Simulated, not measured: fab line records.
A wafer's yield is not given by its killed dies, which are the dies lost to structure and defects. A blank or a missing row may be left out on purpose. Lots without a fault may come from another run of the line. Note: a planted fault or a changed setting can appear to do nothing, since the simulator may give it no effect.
Chamber matching ; flow berkeley-cmos170 ; 4 sister chambers for UCB170_GATE_ETCH_14 on rie-diel-01
The step etches BARC in N2/H2. 4 wafers are shown with their chamber, then 8 later ones without.

WAFERS PAIRED WITH THEIR CHAMBERS
wafer;chamber;throttle-valve-pct (%)
L083.2;1;13.14
L083.4;2;13.15
L084.6;3;13.49
L091.2;0;13.53

WAFERS WITH NO CHAMBER GIVEN
wafer;throttle-valve-pct (%)
L091.4;13.16
L091.6;13.46
L092.1;13.52
L092.4;13.47
L092.5;13.14
L093.2;13.17
L093.3;13.52
L093.6;13.13

THE CHAMBER EACH PASSED THROUGH
wafer;from the rows above;in truth
L091.4;can't be placed: 2 or 1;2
L091.6;3;3
L092.1;can't be placed: 0 or 3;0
L092.4;3;3
L092.5;can't be placed: 1 or 2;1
L093.2;can't be placed: 2 or 1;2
L093.3;can't be placed: 0 or 3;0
L093.6;can't be placed: 1 or 2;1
2 of 8 placed correctly. Cannot be placed on the basis of these rows: 6; the candidates contain the true chamber in 6. 0 placed wrongly.
How it was worked out, from the rows above alone: a wafer's distance from a chamber is the root of the sum, over the readings, of the square of ((its reading less the chamber's mean) divided by the reading's scatter). The wafer belongs to the nearest chamber; if the next one is less than 2 further off, it can't be placed. A chamber's mean is the mean of its shown wafers. The scatter: with one shown wafer a chamber, the root of the mean of the squares of how far each hidden wafer lies from its nearest shown one.
